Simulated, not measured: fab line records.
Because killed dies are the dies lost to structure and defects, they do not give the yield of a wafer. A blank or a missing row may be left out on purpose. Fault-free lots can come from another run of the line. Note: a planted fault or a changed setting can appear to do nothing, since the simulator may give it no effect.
Lot-split experiment + flow berkeley_cmos170 + 5 lots, 27 wafers read, on a route of 331 steps

SPLIT DETAILS
At UCB170_SPACER_CVD_00 (deposits SiO2 from TEOS/O2, target thk 376 nm, time 47 s), the setting time_s was moved away from the recipe's 47 s on 12 of the 27 wafers read, by -49.5% to +56.7%. For the rest of the wafers, this setting stayed at what the recipe calls for.

Split to reading: the file shows no intervening step.

THE READING
SPACER_TEOS_THK in nanometres, read at UCB170_SPACER_THK_MEAS_01. A value of 373 nm with a standard deviation of 5.5 nm is what fault-free wafers of this fab line usually give.

| wafer  | tool, chamber at the split | time_s as run, s | against the recipe | SPACER_TEOS_THK, nm | against lot-mates on the recipe |
|--------|----------------------------|------------------|--------------------|---------------------|---------------------------------|
| L075.1 | pecvd-02, 0                | 58.18            | +23.8%             | 458                 | +89                             |
| L075.2 | pecvd-02, 1                | 47               | recipe             | 367                 | -                               |
| L075.3 | pecvd-02, 2                | 47               | recipe             | 369                 | -                               |
| L075.4 | pecvd-02, 0                | 58.18            | +23.8%             | 463                 | +94                             |
| L075.5 | pecvd-02, 2                | 58.18            | +23.8%             | 470                 | +101                            |
| L075.6 | pecvd-02, 1                | 47               | recipe             | 370                 | -                               |
| L078.1 | pecvd-01, 2                | 47               | recipe             | 371                 | -                               |
| L078.2 | pecvd-01, 0                | 26.04            | -44.6%             | 204                 | -173                            |
| L078.3 | pecvd-01, 1                | 26.04            | -44.6%             | 211                 | -166                            |
| L078.4 | pecvd-01, 1                | 47               | recipe             | 381                 | -                               |
| L078.5 | pecvd-01, 2                | 26.04            | -44.6%             | 205                 | -172                            |
| L078.6 | pecvd-01, 0                | 47               | recipe             | 378                 | -                               |
| L080.1 | pecvd-02, 0                | 73.65            | +56.7%             | 587                 | +215                            |
| L080.2 | pecvd-02, 2                | 73.65            | +56.7%             | 584                 | +212                            |
| L080.3 | pecvd-02, 1                | 47               | recipe             | 365                 | -                               |
| L080.4 | pecvd-02, 2                | 47               | recipe             | 378                 | -                               |
| L080.5 | pecvd-02, 1                | 47               | recipe             | 373                 | -                               |
| L080.6 | pecvd-02, 0                | 73.65            | +56.7%             | 597                 | +225                            |
| L083.1 | pecvd-02, 1                | 47               | recipe             | 367                 | -                               |
| L083.2 | pecvd-02, 0                | 47               | recipe             | 375                 | -                               |
| L083.4 | pecvd-02, 0                | 47               | recipe             | 379                 | -                               |
| L084.1 | pecvd-04, 1                | 47               | recipe             | 370                 | -                               |
| L084.2 | pecvd-04, 2                | 47               | recipe             | 366                 | -                               |
| L084.3 | pecvd-04, 0                | 47               | recipe             | 369                 | -                               |
| L084.4 | pecvd-04, 0                | 23.74            | -49.5%             | 190                 | -178                            |
| L084.5 | pecvd-04, 1                | 23.74            | -49.5%             | 191                 | -177                            |
| L084.6 | pecvd-04, 2                | 23.74            | -49.5%             | 180                 | -188                            |

THE FIT
A straight line over all 27 wafers: SPACER_TEOS_THK changes by +3.78 nm for each +1% of time_s; r = +1.00; the points scatter about the line by 5.3 nm.
The same after taking each lot's own level away (the mean of its wafers on the recipe; 27 wafers): +3.79 nm for each +1%; r = +1.00; scatter 5.1 nm.
Per that fit: largest time_s move, reading shift of 2.1e+02 nm.
From 368.3 to 376.7 nm: that is the span of the lots' own levels, equal to 1.5 times the standard deviation above.
So the lot-to-lot level changes the slope little: the two slopes agree.
Check: +217 nm against its lot-mates is what the line predicts for one of the wafers moved furthest among these (+56.7%) when that wafer is left out of the fit. It came out at +215 nm against them.

ADDITIONAL SPLITS CARRIED BY THESE WAFERS
Before the reading, these wafers also passed through other splits. Each is held against what the fit with the lots' levels taken away leaves over:
| other split on the same wafers          | wafers away from the commonest value | r with SPACER_TEOS_THK (lot level and that fit taken away) |
|-----------------------------------------|--------------------------------------|------------------------------------------------------------|
| UCB170_NWELL_ETCH_13 target_depth_a     | 12                                   | +0.29                                                      |
| UCB170_WELLDRIVE_OXIDATION_01 ox_time_s | 12                                   | +0.10                                                      |
| UCB170_SCREENOX_OXIDATION_01 ox_time_s  | 18                                   | +0.21                                                      |
| UCB170_GATE_OXIDATION_01 ox_time_s      | 18                                   | -0.15                                                      |

THE WHOLE CHAIN: every reading that the file lists as answering this split, in the file's order
| step                      | what it does                                                             | reading                                                                       | change (the file's fit)                                                              | r (the file's) |
|---------------------------|--------------------------------------------------------------------------|-------------------------------------------------------------------------------|--------------------------------------------------------------------------------------|----------------|
| UCB170_SPACER_CVD_00      | deposits SiO2 from TEOS/O2, target thk 376 nm, time 47 s                 | SiO2_of_SPACER_CVD_00.thk_nm (the simulator's own value, which no gauge read) | +3.79 nm for each +1% of the setting                                                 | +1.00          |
| UCB170_SPACER_THK_MEAS_01 |                                                                          | SPACER_TEOS_THK                                                               | +3.79 for each +1% of the setting                                                    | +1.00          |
| UCB170_SPACER_ETCHBACK_03 | etches SiO2 in CHF3/CF4/Ar, stops on Si, target depth 376 nm, time 100 s | oes_product_au                                                                | not straight: 0.568 at the lowest setting, 0.893 at the recipe, 1.001 at the highest | not given      |
| UCB170_SPACER_ETCHBACK_03 | etches SiO2 in CHF3/CF4/Ar, stops on Si, target depth 376 nm, time 100 s | etch.depth_nm (the simulator's own value, which no gauge read)                | not straight: 187.4 at the lowest setting, 371.9 at the recipe, 436.3 at the highest | not given      |
| UCB170_M3_PROBE_99        |                                                                          | etest.pldd.line_ohm_um (the simulator's own value, which no gauge read)       | not straight: 6.144 at the lowest setting, 1847 at the recipe, 2117 at the highest   | not given      |
| UCB170_M3_PROBE_99        |                                                                          | etest.nldd.line_ohm_um (the simulator's own value, which no gauge read)       | not straight: 5.995 at the lowest setting, 1279 at the recipe, 1378 at the highest   | not given      |
| UCB170_M3_PROBE_99        |                                                                          | etest.pldd.rs_ohm_sq (the simulator's own value, which no gauge read)         | not straight: 3.69 at the lowest setting, 1128 at the recipe, 1235 at the highest    | not given      |
| UCB170_M3_PROBE_99        |                                                                          | etest.nldd.rs_ohm_sq (the simulator's own value, which no gauge read)         | not straight: 3.617 at the lowest setting, 786.5 at the recipe, 812.1 at the highest | not given      |

THE FILE'S OWN FIT
SPACER_TEOS_THK changes by +3.79 nm for each +1% of time_s, r = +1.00.
